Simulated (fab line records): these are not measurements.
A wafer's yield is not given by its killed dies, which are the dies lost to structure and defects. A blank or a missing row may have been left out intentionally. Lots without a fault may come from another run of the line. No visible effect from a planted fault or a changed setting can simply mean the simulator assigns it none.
Problem report in the 8D (eight disciplines) form, filled by code ; flow berkeley_cmos170 ; the parts of the form that need people (team, actions taken, sign-off) are left out

1. WHAT WENT WRONG
Wafers free of any fault read 1999 nm (standard deviation 27) for V1_TEOS_THK at UCB170_V1_THK_MEAS_01, against a mean of 3897 nm on 4 wafers of 2 lots. Measured from the usual mean, that is +70 standard deviations.
The first sign was on wafer L385.1 at day 12 18:16, on film_metro-01. At this step, 42 wafers from 14 lots have a number in the record. By rule, "out" or "out of limits" means more than 4 standard deviations away from the usual mean. The rest of the wafers with a number are treated as sound.

2. WHAT THIS IS AND IS NOT
question;is;is not
which readings at this step;V1_TEOS_THK;-
which lots;L382, L385;L365, L366, L367, L368, L371, L373, L374, L375, L376, L377, L384, L388
which wafers of those lots;L382.3, L382.5, L385.1, L385.5;L382.2, L385.2
read on which gauges;film_metro-01, film_metro-02;film_metro-04
when;from day 12 18:16;"up to then (31 sound wafers); but 7 sound wafers of L382, L384, L388 came after"

3. THE SUSPECTS, EACH WITH WHAT RULES IT OUT
Counting: a tool at a process step up to the reading stays a suspect if it ran every lot that is out. Sound lots after the first of them don't rule it out here, since some wafers of a struck lot are sound.
- the gauge at UCB170_V1_THK_MEAS_01 has been ruled out. The wafers that are out were read on 2 gauges (film_metro-01, film_metro-02).
- pvd_sputter-01 at UCB170_M1_SPUTTER_00 (material Al, target thk 600 nm, time 80 s): kept. Every lot that is out went through it, the first being L385 (day 12 14:33); the last sound lot it ran before that was L377 (day 11 06:43).
- pecvd-01 at UCB170_V1_CVD_00 (deposits SiO2 from TEOS/O2, target thk 2000 nm, time 250 s): kept. Every lot that is out went through it, the first being L385 (day 12 18:06); the last sound lot it ran before that was L376 (day 10 22:31).
- At UCB170_V1_CVD_00 on pecvd-01, chamber 1 took the sound wafers of the same lots and chamber 2 took the wafers that are out.
Remaining after the count are pvd_sputter-01 at UCB170_M1_SPUTTER_00 and pecvd-01 at UCB170_V1_CVD_00.

4. THE CAUSE (what the simulator had put in)
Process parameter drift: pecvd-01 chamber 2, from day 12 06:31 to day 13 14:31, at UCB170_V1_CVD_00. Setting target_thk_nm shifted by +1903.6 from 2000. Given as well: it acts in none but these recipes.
Counting leaves 2 suspects; this tool is one of them.

5. THE CHAIN OF EFFECTS, in route order
Each row: a reading whose mean over the struck wafers that have a number lies more than 3 standard deviations from the usual. Scope: only readings with a usual standard deviation given in the record; hours: median across lots of the time from each lot's start at the first step in this table that gives one to its start at this step; sigmas: change in usual standard deviations.
hours;step;reading;usual;on struck wafers;change;sigmas
0;UCB170_V1_THK_MEAS_01;V1_TEOS_THK;1999 nm;3897;+1898;+70
Later measuring or inspecting steps at which every struck wafer that the step has a row for has a number for every such reading, and none has moved that far: UCB170_V1_OVL_MEAS_13.

6. HOW IT WOULD HAVE BEEN CAUGHT EARLIER
In this record the first reading out of limits at a measuring or inspecting step was taken at day 12 18:16, 12 hours after the fault began at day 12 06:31.
No tool reading at UCB170_V1_CVD_00 that has a usual standard deviation in the record was out on any struck wafer, so an alarm limit of 4 standard deviations on those readings would not have fired.
Of the lots that are out (2), L382 began UCB170_V1_CVD_00 on pecvd-01 after day 12 18:16. A hold on the tool at that time would have spared it.
